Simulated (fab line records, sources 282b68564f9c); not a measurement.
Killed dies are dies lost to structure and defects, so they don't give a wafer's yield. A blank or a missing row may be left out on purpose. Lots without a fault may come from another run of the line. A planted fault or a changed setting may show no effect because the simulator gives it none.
A struck lot beside a sound one | flow rit_cmos | 26 steps out of a route of 202
Sound: wafers L427.2, L427.3, L427.4. Struck: wafer L438.6. (L438.3, L438.4 of the same lot were not struck and are left out.) The cause comes at the end.
At each step with rows: each side's tool, then ch and its chambers, then its first start. Under that, the readings that differ: sound wafers | struck wafers | difference of the means | sigmas: that difference in standard deviations of wafers without a fault.
alike: readings whose means differ by less than 2 such deviations, and words and numbers that are the same on both sides. not compared: withheld readings, readings that some wafer has no value for, bounds like >300 that may hide the same value, and numbers for which the record gives no deviation and whose values overlap.
The two part at a step that has a row with sigmas, a row that says differs or no value, or rows on one side only. Numbers that don't overlap but have no deviation are shown without sigmas and don't part them. A reading that every wafer of one side lacks parts them only if that side has two wafers or more.

first, 4 steps without rows for these wafers: RIT_CONTACT_SOFTBAKE_04 (time 60 s); RIT_CONTACT_EXPOSE_05 (exposes mask M11, target cd 1000 nm); RIT_CONTACT_PEB_06; RIT_CONTACT_DEVELOP_07 (develop time 120 s).
RIT_CONTACT_CD_MEAS_08: target cd 1000 nm.
  sound on cd_sem-02, day 3 17:53; struck on cd_sem-01, day 6 00:55
  alike: cd_nm
RIT_CONTACT_OVL_MEAS_09:
  sound on overlay-02, day 3 17:59; struck on overlay-02, day 6 01:01
  alike: CONTACT_OVL
then, 1 step without rows for these wafers: RIT_CONTACT_HARDBAKE_10 (time 60 s).
RIT_CONTACT_ETCH_11: etches SiO2 in CHF3/CF4/Ar, stops on TiSi2, target depth 480 nm, time 320 s.
  sound on rie_diel-01 ch 0,2,3, day 3 18:10; struck on rie_diel-03 ch 0, day 6 01:11
  alike: CHF3_flow_sccm, drypump_motor_current_A, oes_product_au, throttle_valve_pct
  not compared: rf_hours_counter_h
RIT_CONTACT_STRIP_12: strips in O2, time 180 s.
  sound on plasma_asher-02 ch 0,1, day 3 18:22; struck on plasma_asher-02 ch 0, day 6 01:26
  alike: drypump_motor_current_A
  not compared: rf_hours_counter_h
RIT_CONTACT_CD_MEAS_90: target cd 1000 nm.
  sound on cd_sem-01, day 3 18:34; struck on cd_sem-01, day 6 01:35
  alike: cd_nm
then, 2 steps without rows for these wafers: RIT_CONTACT_CLEAN_13 (cleans in SC1, time 600 s); RIT_CONTACT_CLEAN_14 (cleans in SC2, time 600 s).
RIT_M1_SPUTTER_00: material Al, target thk 400 nm, time 522.8 s.
  sound on pvd_sputter-03, day 3 19:01; struck on pvd_sputter-03, day 6 02:02
  reading                               | sound             | struck | difference | sigmas
  model.Al_of_M1_SPUTTER_00.thk_nm (nm) | 417.5 418.6 416.3 | 537.8  | +120.3     |
  alike: cathode_dc_power_W, throttle_valve_pct
RIT_M1_RS_MEAS_01: measures by four-point-probe.
  sound on film_metro-02, day 3 19:19; struck on film_metro-02, day 6 02:40
  reading           | sound                | struck | difference | sigmas
  M1_AL_RS (ohm/sq) | 0.0702 0.0699 0.0703 | 0.0542 | -0.0159    | -33
  not compared: hold
RIT_M1_THK_MEAS_02: measures by xrf.
  sound on film_metro-02, day 3 19:26; struck on film_metro-02, day 6 05:00
  reading        | sound       | struck | difference | sigmas
  M1_AL_THK (nm) | 412 417 410 | 534    | +121       | +34
  not compared: hold
then, 5 steps without rows for these wafers: RIT_M1_COAT_04 (resist thk 1300 nm); RIT_M1_SOFTBAKE_05 (time 60 s); RIT_M1_EXPOSE_06 (exposes mask M12, target cd 2600 nm); RIT_M1_PEB_07; RIT_M1_DEVELOP_08 (develop time 68 s).
RIT_M1_CD_MEAS_09: target cd 2600 nm.
  sound on cd_sem-02, day 3 20:23; struck on cd_sem-01, day 6 12:10
  alike: cd_nm
RIT_M1_OVL_MEAS_10:
  sound on overlay-02, day 3 20:29; struck on overlay-02, day 6 12:16
  alike: M1_OVL
then, 1 step without rows for these wafers: RIT_M1_HARDBAKE_11 (time 120 s).
RIT_M1_METAL_ETCH_12: etches Al in Cl2/BCl3, stops on SiO2, time 165 s, target depth 600 nm.
  sound on rie_metal-03 ch 0,1, day 3 20:53; struck on rie_metal-01 ch 0, day 6 12:35
  reading               | sound             | struck | difference | sigmas
  oes_product_au (a.u.) | 0.808 0.809 0.807 | 0.907  | +0.099     | +7
  alike: drypump_motor_current_A, throttle_valve_pct
  not compared: rf_hours_counter_h
then, 1 step without rows for these wafers: RIT_M1_STRIP_13 (strips in nmp, time 600 s).
RIT_M1_PROBE_99:
  sound on prober-01, day 3 23:11; struck on prober-02, day 6 19:59
  reading | sound | struck                   | difference                   | sigmas
  hold    | - - - | await_dispo/4.6h/release | no value on the sound wafers |
  alike: defect_limited_yield, killed_at_contacts, killed_at_front_end, killed_dies, killed_open, killed_short, sort_bin_3_pad_short, sort_bin_5_function, sort_bin_6_memory, sort_n_pass, sort_yield_pct

WHERE THEY PART
First at RIT_M1_RS_MEAS_01; last, within this record, at RIT_M1_PROBE_99.

WHY: what the simulator had put in
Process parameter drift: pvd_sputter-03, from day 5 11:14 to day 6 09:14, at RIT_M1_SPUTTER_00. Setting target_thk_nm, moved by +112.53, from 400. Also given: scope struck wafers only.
